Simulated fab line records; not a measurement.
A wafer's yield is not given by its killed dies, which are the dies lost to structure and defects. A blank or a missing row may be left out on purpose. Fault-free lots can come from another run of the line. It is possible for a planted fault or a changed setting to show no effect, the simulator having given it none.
Split-lot experiment / flow rit cmos / 5 lots, 23 wafers read, on a route of 202 steps

== SPLIT DETAILS ==
At RIT_NLDD_SOFTBAKE_02 (time 60 s), the setting temp c was moved away from the recipe's 90 C on 9 of the 23 wafers read, by -3.7% to +3.8%. The other wafers ran this setting at the recipe's value.

== FROM THE SPLIT TO THE READING: what the file shows between them, 2 steps ==
- RIT_NLDD_EXPOSE_03: exposes mask M7, target cd 40700 nm
- RIT_NLDD_PEB_04

== THE READING ==
NOVOLAK_of_NLDD_COAT_01.thk nm (the simulator's own value, which no gauge read), in nm, at RIT_NLDD_DEVELOP_05 (develop time 50 s). There is no usual value for it anywhere in the file. Here, 14 wafers ran the recipe; their average is 1000.1 nm with a standard deviation of 1.8 nm.

wafer=L074.3; tool, chamber at the split=litho track-03, 0; temp c as run, C=90; against the recipe=recipe; NOVOLAK_of_NLDD_COAT_01.thk nm, nm=1001; against lot-mates on the recipe=-
wafer=L074.5; tool, chamber at the split=litho track-03, 0; temp c as run, C=90; against the recipe=recipe; NOVOLAK_of_NLDD_COAT_01.thk nm, nm=1001; against lot-mates on the recipe=-
wafer=L074.6; tool, chamber at the split=litho track-03, 0; temp c as run, C=90; against the recipe=recipe; NOVOLAK_of_NLDD_COAT_01.thk nm, nm=1002; against lot-mates on the recipe=-
wafer=L078.1; tool, chamber at the split=litho track-04, 0; temp c as run, C=90; against the recipe=recipe; NOVOLAK_of_NLDD_COAT_01.thk nm, nm=1001; against lot-mates on the recipe=-
wafer=L078.2; tool, chamber at the split=litho track-04, 0; temp c as run, C=93.41; against the recipe=+3.8%; NOVOLAK_of_NLDD_COAT_01.thk nm, nm=988.1; against lot-mates on the recipe=-13.4
wafer=L078.3; tool, chamber at the split=litho track-04, 0; temp c as run, C=90; against the recipe=recipe; NOVOLAK_of_NLDD_COAT_01.thk nm, nm=1002; against lot-mates on the recipe=-
wafer=L078.4; tool, chamber at the split=litho track-04, 0; temp c as run, C=93.41; against the recipe=+3.8%; NOVOLAK_of_NLDD_COAT_01.thk nm, nm=989.3; against lot-mates on the recipe=-12.2
wafer=L078.5; tool, chamber at the split=litho track-04, 0; temp c as run, C=93.41; against the recipe=+3.8%; NOVOLAK_of_NLDD_COAT_01.thk nm, nm=990.2; against lot-mates on the recipe=-11.3
wafer=L079.1; tool, chamber at the split=litho track-03, 0; temp c as run, C=90; against the recipe=recipe; NOVOLAK_of_NLDD_COAT_01.thk nm, nm=996.9; against lot-mates on the recipe=-
wafer=L079.3; tool, chamber at the split=litho track-03, 0; temp c as run, C=91.9; against the recipe=+2.1%; NOVOLAK_of_NLDD_COAT_01.thk nm, nm=994.8; against lot-mates on the recipe=-3.6
wafer=L079.4; tool, chamber at the split=litho track-03, 0; temp c as run, C=90; against the recipe=recipe; NOVOLAK_of_NLDD_COAT_01.thk nm, nm=1002; against lot-mates on the recipe=-
wafer=L079.5; tool, chamber at the split=litho track-03, 0; temp c as run, C=90; against the recipe=recipe; NOVOLAK_of_NLDD_COAT_01.thk nm, nm=996.3; against lot-mates on the recipe=-
wafer=L079.6; tool, chamber at the split=litho track-03, 0; temp c as run, C=91.9; against the recipe=+2.1%; NOVOLAK_of_NLDD_COAT_01.thk nm, nm=991.3; against lot-mates on the recipe=-7.1
wafer=L083.2; tool, chamber at the split=litho track-03, 0; temp c as run, C=86.65; against the recipe=-3.7%; NOVOLAK_of_NLDD_COAT_01.thk nm, nm=1010; against lot-mates on the recipe=+9.0
wafer=L083.3; tool, chamber at the split=litho track-03, 0; temp c as run, C=90; against the recipe=recipe; NOVOLAK_of_NLDD_COAT_01.thk nm, nm=1001; against lot-mates on the recipe=-
wafer=L083.4; tool, chamber at the split=litho track-03, 0; temp c as run, C=90; against the recipe=recipe; NOVOLAK_of_NLDD_COAT_01.thk nm, nm=1001; against lot-mates on the recipe=-
wafer=L083.6; tool, chamber at the split=litho track-03, 0; temp c as run, C=90; against the recipe=recipe; NOVOLAK_of_NLDD_COAT_01.thk nm, nm=1001; against lot-mates on the recipe=-
wafer=L083.5; tool, chamber at the split=litho track-03, 0; temp c as run, C=86.65; against the recipe=-3.7%; NOVOLAK_of_NLDD_COAT_01.thk nm, nm=1007; against lot-mates on the recipe=+6.0
wafer=L085.2; tool, chamber at the split=litho track-04, 0; temp c as run, C=90; against the recipe=recipe; NOVOLAK_of_NLDD_COAT_01.thk nm, nm=998.3; against lot-mates on the recipe=-
wafer=L085.5; tool, chamber at the split=litho track-04, 0; temp c as run, C=90; against the recipe=recipe; NOVOLAK_of_NLDD_COAT_01.thk nm, nm=998.3; against lot-mates on the recipe=-
wafer=L085.3; tool, chamber at the split=litho track-04, 0; temp c as run, C=90; against the recipe=recipe; NOVOLAK_of_NLDD_COAT_01.thk nm, nm=1000; against lot-mates on the recipe=-
wafer=L085.4; tool, chamber at the split=litho track-04, 0; temp c as run, C=88.5; against the recipe=-1.7%; NOVOLAK_of_NLDD_COAT_01.thk nm, nm=1002; against lot-mates on the recipe=+3.1
wafer=L085.6; tool, chamber at the split=litho track-04, 0; temp c as run, C=88.5; against the recipe=-1.7%; NOVOLAK_of_NLDD_COAT_01.thk nm, nm=1002; against lot-mates on the recipe=+3.1

THE FIT
A straight line over all 23 wafers: NOVOLAK_of_NLDD_COAT_01.thk nm changes by -2.58 nm for each +1% of temp c; r = -0.94; the points scatter about the line by 1.9 nm.
The same after taking each lot's own level away (the mean of its wafers on the recipe; 23 wafers): -2.65 nm for each +1%; r = -0.95; scatter 1.7 nm.
The reading moves by 10 nm for the largest change in temp c, on that fit.
Measured against the standard deviation above, the lots' own levels, which go from 998.40 to 1001.50 nm, span 1.7 times it.
So the lot-to-lot level changes the slope little: the two slopes agree.
Check: -9.95 nm against its lot-mates is what the line predicts for one of the wafers moved furthest among these (+3.8%) when that wafer is left out of the fit. It came out at -13.4 nm against them.

== OTHER SPLITS ON THESE WAFERS ==
Other splits were also applied to these wafers ahead of the reading. Each is held against what the fit with the lots' levels taken away leaves over:
other split on the same wafers=RIT_GATE_EXPOSE_13 dose mj; wafers away from the commonest value=8; r with NOVOLAK_of_NLDD_COAT_01.thk nm (lot level and that fit taken away)=+0.06

== THE FILE'S OWN FIT ==
NOVOLAK_of_NLDD_COAT_01.thk nm changes by -2.54 nm for each +1% of temp c, r = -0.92.
